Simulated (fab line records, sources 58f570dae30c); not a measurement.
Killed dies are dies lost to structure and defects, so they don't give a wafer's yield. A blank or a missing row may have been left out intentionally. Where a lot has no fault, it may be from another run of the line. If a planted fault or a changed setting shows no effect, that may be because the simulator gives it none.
The tool behind it: which one? -- flow berkeley-cmos170 -- Sampling: 14 lots, 42 wafers, 6 of 331 route steps

## WHAT THE GAUGES SHOWED, per wafer
UCB170_PVT_OVL_MEAS_06.
lot,measured,on,PVT_OVL (nm)
L333,day 6 00:22,overlay-02,6 7 11
L334,day 6 00:52,overlay-01,2 6 0
L337,day 6 13:40,overlay-01,-7 4 -1
L338,day 6 13:53,overlay-02,4 5 3
L339,day 7 11:34,overlay-02,13 9 13
L340,day 7 11:50,overlay-01,5 2 8
L341,day 7 12:05,overlay-02,3 3 4
L343,day 7 16:31,overlay-01,-3 5 -2
L348,day 9 01:41,overlay-02,0 -6 -9
L351,day 9 05:19,overlay-01,14 10 8
L353,day 9 19:58,overlay-01,-1 -7 -3
L354,day 10 08:25,overlay-01,-5 -4 -5
L355,day 10 15:25,overlay-01,-6 -3 -13
L356,day 10 20:30,overlay-01,1 3 -4

UCB170_NLDD_CD_MEAS_06 targets a cd of 1200 nm.
lot,measured,on,cd-nm (nm)
L333,day 6 21:13,cd-sem-02,1201.1 1201.5 1200.1
L334,day 6 20:59,cd-sem-02,1199.8 1200.5 1199.9
L337,day 7 13:43,cd-sem-02,1198.8 1198.4 1198.9
L338,day 7 13:28,cd-sem-02,1198.4 1199.1 1198.4
L339,day 8 06:11,cd-sem-01,1202.3 1200.6 1200.9
L340,day 8 06:02,cd-sem-01,1202.6 1203.2 1202.2
L341,day 8 01:22,cd-sem-02,1197.7 1196.4 1198.0
L343,day 8 12:30,cd-sem-01,1200.6 1201.3 1200.5
L348,day 9 20:03,cd-sem-02,1201.8 1201.1 1200.3
L351,day 9 22:10,cd-sem-01,1198.5 1200.9 1198.3
L353,day 10 14:01,cd-sem-02,1200.4 1201.7 1200.1
L354,day 10 22:23,cd-sem-01,1199.2 1199.5 1199.9
L355,day 11 09:48,cd-sem-01,1199.7 1199.0 1199.6
L356,day 11 12:26,cd-sem-01,1200.7 1200.3 1200.7

UCB170_SDANNEAL_RS_MEAS_02: uses a four-point probe to measure.
lot,measured,on,PSD_RS (ohm/sq)
L333,day 7 09:33,film-metro-02,75.50 75.67 75.52
L334,day 7 10:07,film-metro-03,74.70 75.00 74.93
L337,day 8 04:49,film-metro-04,75.37 75.53 75.35
L338,day 8 04:41,film-metro-02,75.33 75.43 75.25
L339,day 8 18:06,film-metro-03,75.59 75.46 75.72
L340,day 8 17:46,film-metro-04,75.49 75.25 75.51
L341,day 8 13:58,film-metro-02,75.19 75.52 75.39
L343,day 8 21:31,film-metro-04,75.33 75.66 75.32
L348,day 10 06:18,film-metro-03,75.43 75.48 75.31
L351,day 10 08:15,film-metro-03,78.93 79.24 79.18
L353,day 10 21:46,film-metro-02,78.92 79.08 79.01
L354,day 11 09:50,film-metro-03,76.00 76.06 75.71
L355,day 11 20:49,film-metro-02,75.52 75.63 75.62
L356,day 11 23:35,film-metro-02,75.29 75.48 75.15

## WHICH TOOL RAN EACH LOT (tool, then ch and the chambers of the sampled wafers, then the start)
lot,UCB170_PSD_IMPLANT_08,UCB170_PSD_STRIP_09,UCB170_NSD_STRIP_09
L333,"implanter-01 ch 0, day 7 04:04","plasma-asher-01 ch 0,1, day 7 04:11","plasma-asher-03 ch 1, day 7 07:22"
L334,"implanter-02 ch 0, day 7 03:51","plasma-asher-03 ch 0,1, day 7 03:59","plasma-asher-04 ch 0,1, day 7 07:46"
L337,"implanter-04 ch 0, day 7 19:27","plasma-asher-04 ch 0,1, day 7 19:36","plasma-asher-02 ch 0,1, day 7 23:15"
L338,"implanter-01 ch 0, day 7 19:13","plasma-asher-03 ch 0,1, day 7 19:22","plasma-asher-04 ch 0,1, day 7 22:49"
L339,"implanter-02 ch 0, day 8 13:59","plasma-asher-03 ch 0,1, day 8 14:07","plasma-asher-02 ch 0,1, day 8 15:49"
L340,"implanter-01 ch 0, day 8 14:08","plasma-asher-01 ch 0,1, day 8 14:16","plasma-asher-03 ch 0,1, day 8 16:04"
L341,"implanter-01 ch 0, day 8 09:15","plasma-asher-01 ch 1, day 8 09:22","plasma-asher-02 ch 0,1, day 8 11:14"
L343,"implanter-04 ch 0, day 8 18:01","plasma-asher-01 ch 0,1, day 8 18:10","plasma-asher-02 ch 0,1, day 8 20:10"
L348,"implanter-04 ch 0, day 10 00:52","plasma-asher-01 ch 0, day 10 01:01","plasma-asher-04 ch 1, day 10 03:48"
L351,"implanter-01 ch 0, day 10 05:07","plasma-asher-04 ch 0,1, day 10 05:16","plasma-asher-02 ch 0,1, day 10 07:02"
L353,"implanter-01 ch 0, day 10 17:46","plasma-asher-04 ch 0,1, day 10 17:53","plasma-asher-04 ch 0,1, day 10 20:29"
L354,"implanter-04 ch 0, day 11 06:19","plasma-asher-04 ch 0,1, day 11 06:28","plasma-asher-02 ch 0,1, day 11 08:18"
L355,"implanter-02 ch 0, day 11 15:53","plasma-asher-01 ch 0,1, day 11 16:01","plasma-asher-02 ch 0,1, day 11 19:06"
L356,"implanter-02 ch 0, day 11 19:57","plasma-asher-03 ch 0,1, day 11 20:06","plasma-asher-04 ch 0,1, day 11 22:04"
- UCB170_PSD_IMPLANT_08
- UCB170_PSD_STRIP_09: strips in O2.
- UCB170_NSD_STRIP_09: strips in O2.

## WHAT THE TOOLS THEMSELVES READ (means of the sampled wafers that have a number; where no wafer has one, the mark that the record gives instead)
UCB170_PSD_STRIP_09.
lot,tool,drypump-motor-current-A (A),oes-product-au (a.u.),strip-time-to-endpoint-s (s)
L333,plasma-asher-01,5.6,0.601,29.37
L334,plasma-asher-03,6.1,0.597,29.38
L337,plasma-asher-04,6.3,0.600,29.40
L338,plasma-asher-03,5.8,0.602,29.30
L339,plasma-asher-03,5.8,0.602,29.24
L340,plasma-asher-01,5.3,0.602,29.40
L341,plasma-asher-01,5.9,0.600,29.39
L343,plasma-asher-01,5.6,0.601,29.37
L348,plasma-asher-01,5.0,0.607,29.42
L351,plasma-asher-04,6.2,0.611,28.70
L353,plasma-asher-04,6.1,0.610,28.82
L354,plasma-asher-04,6.3,0.596,29.34
L355,plasma-asher-01,5.3,0.598,29.44
L356,plasma-asher-03,6.1,0.602,29.36

UCB170_NSD_STRIP_09.
lot,tool,drypump-motor-current-A (A),oes-product-au (a.u.),strip-time-to-endpoint-s (s)
L333,plasma-asher-03,5.6,0.534,35.81
L334,plasma-asher-04,6.2,0.536,35.85
L337,plasma-asher-02,5.4,0.535,35.78
L338,plasma-asher-04,6.2,0.533,35.91
L339,plasma-asher-02,5.6,0.537,35.76
L340,plasma-asher-03,6.1,0.533,35.78
L341,plasma-asher-02,5.4,0.533,35.72
L343,plasma-asher-02,5.6,0.537,35.78
L348,plasma-asher-04,6.0,0.536,35.79
L351,plasma-asher-02,5.6,0.532,35.78
L353,plasma-asher-04,6.2,0.529,35.88
L354,plasma-asher-02,5.4,0.535,35.81
L355,plasma-asher-02,5.7,0.536,35.72
L356,plasma-asher-04,6.3,0.538,35.73

## THE ANSWER, worked out from the rows above alone
Rule: usual is defined by the lots themselves. The widest of any qualifying gaps counts: lots, ordered by their means at a reading, are off when they make up no more than a third of the lots, leave a main group of 4 or more, and stand apart from it by 3 or more times the standard deviation of that group's means. Not used: any main group whose means are identical at the precision the tables above print for the reading. Also off: a lot with no number at a reading for which 4 or more lots have one. All remaining lots with rows at the step are treated as sound. Order of review: gauges by route order, followed by the tools' own readings, for which a lot's mean as printed above is used. At the first step where some lot is off, the reading lying furthest off is the one used; lots without a number count as furthest.
Off: at UCB170_SDANNEAL_RS_MEAS_02 (PSD_RS), L351, L353. The main group has a mean of 75.44 ohm/sq with a standard deviation of 0.23.
A tool fits if, at a process step before that reading, it ran every lot that is off, and no sound lot after the first of them. The gauges at UCB170_SDANNEAL_RS_MEAS_02 aren't tried: what is off there is off at UCB170_PSD_STRIP_09 too, on other tools, and a gauge's error can't cause that. One candidate fits, namely implanter-01 at UCB170_PSD_IMPLANT_08. Its last sound lot is L340 (day 8 14:08), its first lot that is off L351 (day 10 05:07): a fault that began between those two fits.

## WHAT THE SIMULATOR HAD INSERTED
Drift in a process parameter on implanter-01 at UCB170_PSD_IMPLANT_08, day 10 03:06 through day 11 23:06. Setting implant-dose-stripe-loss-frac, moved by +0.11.
Shown lots that were struck: L351, L353. Same finding as the rule above.
